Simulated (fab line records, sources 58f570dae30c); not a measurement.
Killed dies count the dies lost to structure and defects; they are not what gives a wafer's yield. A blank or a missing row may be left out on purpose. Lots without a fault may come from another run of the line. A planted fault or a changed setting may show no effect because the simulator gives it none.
What tool caused it? ; flow berkeleyCmos170 ; 14 lots, 42 wafers sampled, at 3 steps of a route of 331

== WHAT THE GAUGES SHOWED, per wafer ==
UCB170_NLDD_TW_MEAS_11.
lot;measured;on;NLDD_TW
L667;day 7 15:14;filmMetro-01;2217 2208 2215
L666;day 7 15:31;filmMetro-04;2209 2228 2215
L668;day 7 15:46;filmMetro-04;2205 2216 2213
L669;day 8 03:58;filmMetro-04;2217 2204 2209
L670;day 8 04:20;filmMetro-01;2212 2195 2208
L673;day 8 14:19;filmMetro-02;2224 2242 2230
L672;day 8 15:08;filmMetro-02;2241 2242 2242
L671;day 8 15:24;filmMetro-04;2211 2200 2205
L675;day 9 01:22;filmMetro-02;2220 2239 2237
L676;day 9 17:29;filmMetro-02;2240 2237 2231
L677;day 9 17:26;filmMetro-01;2103 2095 2097 2098 2101 2098
L679;day 9 17:58;filmMetro-02;2110 2116 2099 2110 2109 2111
L687;day 11 18:23;filmMetro-02;2235 2229 2227
L689;day 11 19:28;filmMetro-04;2207 2212 2208

UCB170_SDANNEAL_RS_MEAS_05: a four-point-probe measurement.
lot;measured;on;NLDD_RS (ohm/sq)
L667;day 8 02:50;filmMetro-04;610.6 612.9 612.3
L666;day 8 03:19;filmMetro-02;612.4 612.6 613.3
L668;day 8 03:08;filmMetro-01;611.7 610.5 611.8
L669;day 8 21:31;filmMetro-04;611.7 611.1 611.7
L670;day 8 21:34;filmMetro-01;614.1 613.1 613.2
L673;day 9 00:22;filmMetro-04;613.8 611.8 614.7
L672;day 9 00:52;filmMetro-02;617.9 614.2 615.2
L671;day 9 00:22;filmMetro-02;614.3 614.4 614.5
L675;day 9 13:25;filmMetro-04;612.3 610.1 611.0
L676;day 10 01:58;filmMetro-01;612.5 614.6 612.5
L677;day 10 04:55;filmMetro-02;706.3 708.5 707.4 706.2 706.7 707.5
L679;day 10 06:20;filmMetro-02;708.4 710.7 708.9 709.4 708.0 708.6
L687;day 12 04:27;filmMetro-02;616.9 616.5 617.0
L689;day 12 05:08;filmMetro-01;613.5 612.9 612.8

== TOOL THAT RAN EACH LOT (tool first, then ch and the chambers of the sampled wafers, then the start) ==
lot;UCB170_NLDD_IMPLANT_08
L667;implanter-02 ch 0, day 7 14:50
L666;implanter-03 ch 0, day 7 15:08
L668;implanter-01 ch 0, day 7 15:23
L669;implanter-01 ch 0, day 8 03:34
L670;implanter-02 ch 0, day 8 03:58
L673;implanter-01 ch 0, day 8 13:56
L672;implanter-02 ch 0, day 8 14:46
L671;implanter-03 ch 0, day 8 15:01
L675;implanter-01 ch 0, day 9 00:59
L676;implanter-03 ch 0, day 9 17:01
L677;implanter-02 ch 0, day 9 17:02
L679;implanter-02 ch 0, day 9 17:34
L687;implanter-01 ch 0, day 11 17:59
L689;implanter-01 ch 0, day 11 19:05
- UCB170_NLDD_IMPLANT_08

== AS READ BY THE TOOLS THEMSELVES (means over the sampled wafers that have a number; for cases with no such wafer, the mark the record gives instead) ==
UCB170_NLDD_IMPLANT_08.
lot;tool;doseIonsCm2;faradayCurrentUA
L667;implanter-02;4.997e+13;158.8
L666;implanter-03;4.999e+13;159.0
L668;implanter-01;4.994e+13;161.3
L669;implanter-01;5.000e+13;159.3
L670;implanter-02;4.997e+13;155.6
L673;implanter-01;4.996e+13;160.7
L672;implanter-02;5.008e+13;156.3
L671;implanter-03;4.999e+13;158.1
L675;implanter-01;4.996e+13;159.5
L676;implanter-03;4.998e+13;157.5
L677;implanter-02;3.078e+13;97.8
L679;implanter-02;3.087e+13;98.0
L687;implanter-01;5.007e+13;158.2
L689;implanter-01;5.002e+13;159.1

== THE ANSWER, worked out from the rows above alone ==
Rule: what is usual is taken from the lots themselves. The widest of any qualifying gaps counts: lots, ordered by their means at a reading, are off when they make up no more than a third of the lots, leave a main group of 4 or more, and stand apart from it by 3 or more times the standard deviation of that group's means. A main group is skipped when, at the precision printed for the reading in the tables above, its means are all equal. A lot without any number at a reading at which 4 lots or more have one is off too. The other lots that the step has rows for count as sound. First the gauges in route order, then the tools' own readings, where a lot's mean is used as printed above. The first step at which some lot is off is used, and at that step the reading that is off furthest; a lot without a number counts as furthest.
Off: L677, L679, seen at UCB170_NLDD_TW_MEAS_11 (NLDD_TW). The main group has a mean of 2220 with a standard deviation of 13.
A tool fits if, at a process step before that reading, it ran every lot that is off, and no sound lot after the first of them. The gauges at UCB170_NLDD_TW_MEAS_11 aren't tried: what is off there is off at UCB170_NLDD_IMPLANT_08 too, on other tools, and a gauge's error can't cause that. One fits: implanter-02 at UCB170_NLDD_IMPLANT_08. Its last sound lot is L672 (day 8 14:46), its first lot that is off L677 (day 9 17:02): a fault that began between those two fits.
The tool's own readings at UCB170_NLDD_IMPLANT_08 bear it out: on the lots that are off they differ by more than 5 times the standard deviation of the sound lots' means. doseIonsCm2 reads 3.082e+13 there against 4.999e+13 on the sound lots; faradayCurrentUA reads 97.9 there against 158.6 on the sound lots.

== WHAT THE SIMULATOR HAD PUT IN ==
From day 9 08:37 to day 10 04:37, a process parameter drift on implanter-02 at UCB170_NLDD_IMPLANT_08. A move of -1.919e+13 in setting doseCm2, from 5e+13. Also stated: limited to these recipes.
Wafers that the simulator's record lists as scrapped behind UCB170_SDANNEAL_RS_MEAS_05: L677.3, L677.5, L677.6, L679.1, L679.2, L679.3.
Struck lots among those shown: L677, L679. Same finding as the rule above.
